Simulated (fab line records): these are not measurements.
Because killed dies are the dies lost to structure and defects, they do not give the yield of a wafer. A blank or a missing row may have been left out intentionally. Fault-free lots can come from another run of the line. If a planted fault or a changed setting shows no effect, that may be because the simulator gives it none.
Which tool was responsible? | flow rit_cmos | 39 wafers from 13 lots sampled at 4 of the route's 202 steps

== WHAT THE GAUGES SHOWED, per wafer ==
RIT_SPACER_THK_MEAS_04. Usual: SPACER_NITRIDE_THK 251.1 nm, standard deviation 2.3.
lot  | measured    | on            | SPACER_NITRIDE_THK (nm) | flag
L975 | day 3 02:26 | film_metro-01 | 249.3 248.6 248.0       |
L977 | day 3 12:00 | film_metro-01 | 252.9 252.3 253.0       |
L978 | day 3 18:30 | film_metro-03 | 252.7 250.2 250.6       |
L979 | day 4 01:40 | film_metro-01 | 251.5 251.8 252.6       |
L980 | day 4 04:19 | film_metro-01 | 250.6 252.0 251.6       |
L981 | day 4 10:06 | film_metro-03 | 253.2 257.3 256.5       |
L982 | day 4 13:57 | film_metro-02 | 252.5 253.5 254.2       |
L984 | day 5 01:34 | film_metro-03 | 249.6 248.3 248.1       |
L986 | day 5 12:29 | film_metro-02 | 250.1 249.1 250.7       |
L990 | day 6 09:05 | film_metro-03 | 249.1 250.1 249.0       |
L995 | day 7 17:42 | film_metro-02 | 254.4 252.6 255.3       |
L996 | day 8 05:58 | film_metro-03 | 252.6 252.5 252.1       |
L998 | day 8 11:37 | film_metro-02 | 247.3 249.9 248.9       |

RIT_CONTACT_CD_MEAS_08 targets a cd of 1000 nm. Usual: 999.8 nm for cd_nm, sd 2.1.
lot  | measured    | on        | cd_nm (nm)           | flag
L975 | day 3 08:08 | cd_sem-02 | 996.7 999.4 997.3    |
L977 | day 3 17:59 | cd_sem-02 | 1001.3 998.6 999.9   |
L978 | day 4 00:07 | cd_sem-02 | 1001.2 1000.6 1001.0 |
L979 | day 4 07:49 | cd_sem-02 | 1001.9 998.6 999.2   |
L980 | day 4 10:04 | cd_sem-02 | 999.0 999.9 998.7    |
L981 | day 4 15:56 | cd_sem-01 | 1001.5 997.0 1001.2  |
L982 | day 4 19:40 | cd_sem-02 | 999.2 999.5 998.4    |
L984 | day 5 07:32 | cd_sem-01 | 997.7 999.7 997.0    |
L986 | day 5 18:10 | cd_sem-01 | 1153.8 1151.6 1150.8 | OFF
L990 | day 6 14:53 | cd_sem-01 | 1002.3 1000.3 1003.6 |
L995 | day 8 00:06 | cd_sem-02 | 996.7 997.5 996.6    |
L996 | day 8 11:47 | cd_sem-01 | 999.2 999.8 999.9    |
L998 | day 8 17:38 | cd_sem-01 | 998.1 998.2 999.2    |

RIT_M1_RS_MEAS_01: measures by four-point-probe. Usual: M1_AL_RS 0.0739 ohm/sq, standard deviation 0.00083.
lot  | measured    | on            | M1_AL_RS (ohm/sq)    | flag
L975 | day 3 09:35 | film_metro-03 | 0.0746 0.0752 0.0739 |
L977 | day 3 19:26 | film_metro-04 | 0.0741 0.0741 0.0735 |
L978 | day 4 01:33 | film_metro-04 | 0.0744 0.0743 0.0742 |
L979 | day 4 09:16 | film_metro-04 | 0.0735 0.0745 0.0732 |
L980 | day 4 11:31 | film_metro-03 | 0.0744 0.0733 0.0740 |
L981 | day 4 17:23 | film_metro-01 | 0.0739 0.0750 0.0745 |
L982 | day 4 21:06 | film_metro-04 | 0.0746 0.0724 0.0736 |
L984 | day 5 08:58 | film_metro-01 | 0.0745 0.0750 0.0754 |
L986 | day 5 19:37 | film_metro-04 | 0.0740 0.0725 0.0743 |
L990 | day 6 16:19 | film_metro-04 | 0.0741 0.0733 0.0730 |
L995 | day 8 01:33 | film_metro-01 | 0.0720 0.0736 0.0739 |
L996 | day 8 13:13 | film_metro-04 | 0.0750 0.0736 0.0725 |
L998 | day 8 19:18 | film_metro-04 | 0.0756 0.0745 0.0740 |

== WHICH TOOL RAN EACH LOT (tool, then ch and the chambers of the sampled wafers, then the start) ==
lot  | RIT_CONTACT_EXPOSE_05
L975 | iline_stepper-02 ch 0, day 3 07:37
L977 | iline_stepper-01 ch 0, day 3 17:28
L978 | iline_stepper-01 ch 0, day 3 23:35
L979 | iline_stepper-01 ch 0, day 4 07:10
L980 | iline_stepper-01 ch 0, day 4 09:28
L981 | iline_stepper-01 ch 0, day 4 15:25
L982 | iline_stepper-01 ch 0, day 4 19:08
L984 | iline_stepper-01 ch 0, day 5 07:01
L986 | iline_stepper-01 ch 0, day 5 17:39
L990 | iline_stepper-02 ch 0, day 6 14:22
L995 | iline_stepper-01 ch 0, day 7 23:35
L996 | iline_stepper-02 ch 0, day 8 11:16
L998 | iline_stepper-01 ch 0, day 8 17:07
- RIT_CONTACT_EXPOSE_05: exposes mask M11, target cd 1000 nm.

== WHAT THE TOOLS THEMSELVES READ (means of the sampled wafers that have a number; where no wafer has one, the mark that the record gives instead) ==
RIT_CONTACT_EXPOSE_05. Usual: stage_vel_mm_s 499.99 mm/s, standard deviation 0.26.
lot  | tool             | stage_vel_mm_s (mm/s) | flag
L975 | iline_stepper-02 | 499.95                |
L977 | iline_stepper-01 | 499.82                |
L978 | iline_stepper-01 | 499.91                |
L979 | iline_stepper-01 | 499.86                |
L980 | iline_stepper-01 | 499.97                |
L981 | iline_stepper-01 | 500.17                |
L982 | iline_stepper-01 | 499.64                |
L984 | iline_stepper-01 | 500.20                |
L986 | iline_stepper-01 | 500.05                |
L990 | iline_stepper-02 | 499.77                |
L995 | iline_stepper-01 | 499.99                |
L996 | iline_stepper-02 | 500.08                |
L998 | iline_stepper-01 | 499.91                |

== THE ANSWER, worked out from the rows above alone ==
Rule: take the mean of a lot's wafers that have a number; if it is more than 3 standard deviations from the usual mean, the lot is off. Also off: a lot with no number at a reading for which 4 or more lots have one. Where the step has rows for the other lots, those lots are counted as sound. After the gauges, taken in route order, come the tools' own readings; for these a lot's mean is taken, as printed above. The first step at which some lot is off is used, and at that step the reading that is off furthest; a lot without a number counts as furthest.
Off, at RIT_CONTACT_CD_MEAS_08 on cd_nm: L986.
A tool fits if, at a process step before that reading, it ran every lot that is off, and no sound lot after the first of them. Gauges at RIT_CONTACT_CD_MEAS_08: tried the same way as those tools. No candidate that was tried fits.

== WHAT THE SIMULATOR PUT IN ==
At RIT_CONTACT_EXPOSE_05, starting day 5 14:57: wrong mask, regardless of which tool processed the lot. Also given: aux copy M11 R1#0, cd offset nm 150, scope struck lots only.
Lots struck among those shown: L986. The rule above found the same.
